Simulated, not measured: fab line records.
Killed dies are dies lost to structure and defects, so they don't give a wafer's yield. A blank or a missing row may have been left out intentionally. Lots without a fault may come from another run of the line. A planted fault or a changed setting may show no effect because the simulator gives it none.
One fault seen from 2 desks / flow berkeley cmos170 / each desk holds nothing but its own numbers, with what lay behind them at the end

== THE METROLOGY DESK ==
What the gauges read, lot by lot, whatever tool the lot ran on: means of the sampled wafers that have a number. If a lot's mean is further than 4 standard deviations from the usual mean, the lot is out of limits and carries the mark OUT (the distance appears in the brackets).
Columns: A = INCOMING_BOW at UCB170_START_BOW_MEAS_00, usual 0 um; B = NWELL_TW at UCB170_NWELL_TW_MEAS_16, usual 1254; C = ACTIVE_NITRIDE_THK at UCB170_ACTIVE_THK_MEAS_06, usual 221.6 nm
lot=L319; first seen here=day 1 10:01; A=6; B=1243; C=220.2
lot=L321; first seen here=day 1 20:01; A=6; B=1242; C=223.1
lot=L322; first seen here=day 2 01:00; A=1; B=1245; C=221.4
lot=L323; first seen here=day 2 06:01; A=0; B=1244; C=223.4
lot=L324; first seen here=day 2 11:00; A=2; B=1271; C=222.1
lot=L325; first seen here=day 2 16:02; A=-2; B=1242; C=220.2
lot=L326; first seen here=day 2 21:00; A=2; B=1272; C=222.3
lot=L327; first seen here=day 3 02:01; A=7; B=1269; C=220.9
lot=L328; first seen here=day 3 07:01; A=4; B=1261; C=224.6
lot=L330; first seen here=day 3 17:01; A=-1; B=1243; C=224.6
lot=L332; first seen here=day 4 03:01; A=2; B=1487 (+19) OUT; C=225.4
lot=L333; first seen here=day 4 08:00; A=4; B=1265; C=222.0
lot=L339; first seen here=day 5 14:02; A=-4; B=1485 (+19) OUT; C=220.5
lot=L342; first seen here=day 6 05:01; A=2; B=1255; C=219.0
Finding of this desk: L332, L339 out of limits, first seen on L332 at day 5 06:22 (NWELL_TW at UCB170_NWELL_TW_MEAS_16). L319, L321, L322, L323, L324, L325, L326, L327, L328, L330, L333, L342: within limits.

== AT THE TOOL OWNER'S DESK: implanter-02 ==
For each lot that ran on this tool, the mean over its sampled wafers that have a number, from the tool's own readings at UCB170_NWELL_IMPLANT_14. If a lot's mean is further than 4 standard deviations from the usual mean, the lot is out of limits and carries the mark OUT (the distance appears in the brackets).
Columns: A = dose ions cm2 at UCB170_NWELL_IMPLANT_14, usual 1.0004e+13; B = faraday current uA at UCB170_NWELL_IMPLANT_14, usual 31.7
lot=L319; first seen here=day 2 10:50; A=1.0016e+13; B=31.9
lot=L322; first seen here=day 3 06:29; A=1.0013e+13; B=31.8
lot=L323; first seen here=day 3 21:19; A=1.0011e+13; B=31.0
lot=L325; first seen here=day 4 11:24; A=1.0009e+13; B=31.4
lot=L328; first seen here=day 4 15:16; A=1.0010e+13; B=31.6
lot=L332; first seen here=day 5 06:08; A=1.6564e+13 (+99 or more) OUT; B=52.1 (+33) OUT
lot=L339; first seen here=day 6 18:25; A=1.6557e+13 (+99 or more) OUT; B=52.3 (+34) OUT
Finding of this desk: L332, L339 out of limits; the first was L332 at day 5 06:08, on dose ions cm2 at UCB170_NWELL_IMPLANT_14. L319, L322, L323, L325, L328: within limits.

== TAKEN TOGETHER ==
An alarm could have come from the tool owner's desk at day 5 06:08, on L332, L339.
An alarm was possible from the metrology desk at day 5 06:22, on L332, L339.
All the named lots went through UCB170_NWELL_IMPLANT_14 on implanter-02.

== WHAT THE SIMULATOR PUT IN ==
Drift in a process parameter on implanter-02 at UCB170_NWELL_IMPLANT_14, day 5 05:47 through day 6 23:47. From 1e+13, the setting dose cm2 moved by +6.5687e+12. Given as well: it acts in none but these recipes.
Lots struck among those shown: L332, L339.
Hours from the fault's start to each desk's first reading out of limits: the tool owner's desk, 0; the metrology desk, 1.
